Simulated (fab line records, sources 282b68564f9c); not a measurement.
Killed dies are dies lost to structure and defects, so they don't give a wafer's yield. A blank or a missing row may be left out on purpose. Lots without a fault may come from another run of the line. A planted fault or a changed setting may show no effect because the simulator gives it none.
A struck lot beside a sound one | flow rit_cmos | 27 steps out of a route of 202
Sound: wafers L679.3, L679.4, L679.5. Struck: wafers L691.2, L691.5, L691.6. The cause comes at the end.
At each step with rows: each side's tool, then ch and its chambers, then its first start. Under that, the readings that differ: sound wafers | struck wafers | difference of the means | sigmas: that difference in standard deviations of wafers without a fault.
alike: readings whose means differ by less than 2 such deviations, and words and numbers that are the same on both sides. not compared: withheld readings, readings that some wafer has no value for, bounds like >300 that may hide the same value, and numbers for which the record gives no deviation and whose values overlap.
The two part at a step that has a row with sigmas, a row that says differs or no value, or rows on one side only. Numbers that don't overlap but have no deviation are shown without sigmas and don't part them. A reading that every wafer of one side lacks parts them only if that side has two wafers or more.

RIT_ACTIVE_BOW_MEAS_00:
  sound on film_metro-01, day 1 15:02; struck on film_metro-03, day 4 03:01
  alike: INCOMING_BOW
RIT_ACTIVE_OXIDATION_01: target thk 46.8 nm, ox time 3360 s.
  sound on furnace-01 ch 0, day 1 15:07; struck on furnace-04 ch 0, day 4 05:38
  reading                                       | sound                | struck               | difference | sigmas
  spike_tc_centre_C (C)                         | 1001.0 1003.5 1001.6 | 1020.9 1018.2 1022.8 | +18.6      | +12
  spike_tc_load_C (C)                           | 1030.2 1031.8 1033.1 | 1040.9 1038.9 1040.7 | +8.5       | +3
  spike_tc_source_C (C)                         | 1020 1021 1022       | 1043 1044 1042       | +22        | +7
  tube_center_temp_C (C)                        | 999.96 1000.1 999.94 | 1015 1015 1015.2     | +15        | +99 or more
  tube_center_temp_C_max                        | 1003.8 1002.8 1002.5 | 1017.8 1017.9 1017.7 | +14.8      | +34
  zone_power_centre_pct (%)                     | 50.8 49.9 50.7       | 57.5 58.9 56.8       | +7.3       | +2
  model.SiO2_of_ACTIVE_OXIDATION_01.thk_nm (nm) | 45.44 44.69 45.51    | 54.94 53.59 54.9     | +9.26      |
  alike: zone_power_load_pct
RIT_ACTIVE_THK_MEAS_02:
  sound on film_metro-02, day 1 17:04; struck on film_metro-02, day 4 07:48
  reading               | sound          | struck         | difference | sigmas
  ACTIVE_OXIDE_THK (nm) | 45.5 44.7 45.5 | 55.0 53.6 54.9 | +9.3       | +10
  not compared: hold
RIT_ACTIVE_THK_MEAS_04:
  sound on film_metro-02, day 1 18:33; struck on film_metro-02, day 4 10:37
  alike: ACTIVE_NITRIDE_THK
then, 6 steps without rows for these wafers: RIT_ACTIVE_HMDS_05 (prime time 60 s); RIT_ACTIVE_COAT_06 (resist thk 1000 nm); RIT_ACTIVE_SOFTBAKE_07 (time 60 s); RIT_ACTIVE_EXPOSE_08 (exposes mask M1, target cd 1400 nm); RIT_ACTIVE_PEB_09; RIT_ACTIVE_DEVELOP_10 (develop time 50 s).
RIT_ACTIVE_CD_MEAS_11: target cd 1400 nm.
  sound on cd_sem-01, day 1 19:29; struck on cd_sem-01, day 4 11:57
  reading    | sound                | struck               | difference | sigmas
  cd_nm (nm) | 1398.3 1400.3 1399.6 | 1404.1 1403.3 1404.0 | +4.4       | +2
then, 1 step without rows for these wafers: RIT_ACTIVE_HARDBAKE_12 (time 60 s).
RIT_ACTIVE_ETCH_13: etches Si3N4 in SF6, stops on SiO2, time 210 s, target depth 210 nm.
  sound on rie_diel-03 ch 0,2, day 1 19:43; struck on rie_diel-03 ch 0,1,2, day 4 12:17
  alike: drypump_motor_current_A, oes_product_au, throttle_valve_pct
  not compared: rf_hours_counter_h
RIT_ACTIVE_STRIP_14: strips in O2, time 180 s.
  sound on plasma_asher-03 ch 0,1, day 1 19:54; struck on plasma_asher-03 ch 0,1, day 4 12:39
  alike: drypump_motor_current_A, o2_flow_sccm
  not compared: rf_hours_counter_h
RIT_ACTIVE_CD_MEAS_90: target cd 1400 nm.
  sound on cd_sem-01, day 1 20:04; struck on cd_sem-02, day 4 12:51
  reading    | sound                | struck               | difference | sigmas
  cd_nm (nm) | 1398.7 1400.4 1400.0 | 1403.9 1403.3 1403.8 | +4.0       | +2
then, 4 steps without rows for these wafers: RIT_ACTIVE_CLEAN_15 (cleans in SC1, time 600 s); RIT_ACTIVE_CLEAN_16 (cleans in dHF, time 30 s); RIT_ACTIVE_CLEAN_17 (cleans in SC2, time 600 s); RIT_FOX1_OXIDATION_00 (target thk 350.7 nm, ox time 1130 s).
RIT_FOX1_THK_MEAS_01:
  sound on film_metro-03, day 1 21:50; struck on film_metro-02, day 4 15:10
  reading             | sound       | struck      | difference | sigmas
  FOX1_OXIDE_THK (nm) | 347 343 345 | 359 363 362 | +16        | +2
then, 2 steps without rows for these wafers: RIT_FOX1_WET_ETCH_02 (etches SiO2 in BOE, target depth 350 nm, time 390 s); RIT_FOX2_OXIDATION_00 (target thk 350.7 nm, ox time 1130 s).
RIT_FOX2_THK_MEAS_01:
  sound on film_metro-04, day 1 23:20; struck on film_metro-04, day 4 16:56
  alike: FOX2_OXIDE_THK
then, 1 step without rows for these wafers: RIT_FOX2_CLEAN_02 (cleans in dHF, time 180 s).
RIT_FOX2_WET_ETCH_03: etches Si3N4 in H3PO4, target depth 195 nm, time 2700 s.
  sound on wet_bench-03 ch 2, day 1 23:26; struck on wet_bench-01 ch 0, day 4 17:03
  reading                                       | sound            | struck           | difference | sigmas
  model.SiO2_of_ACTIVE_OXIDATION_01.thk_nm (nm) | 40.38 39.7 40.41 | 48.79 47.54 48.7 | +8.18      |
RIT_FOX2_THK_MEAS_90:
  sound on film_metro-01, day 2 00:13; struck on film_metro-04, day 4 17:58
  alike: FIELD_OXIDE_LEFT_1_THK
RIT_M1_PROBE_99:
  the record has rows for the struck wafers here (prober-01, day 6 17:02) and none for the sound ones

WHERE THEY PART
First at RIT_ACTIVE_OXIDATION_01; last, within this record, at RIT_M1_PROBE_99.

WHY: what the simulator had put in
Process parameter drift: furnace-04, from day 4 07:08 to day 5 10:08, at RIT_ACTIVE_OXIDATION_01. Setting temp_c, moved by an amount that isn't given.
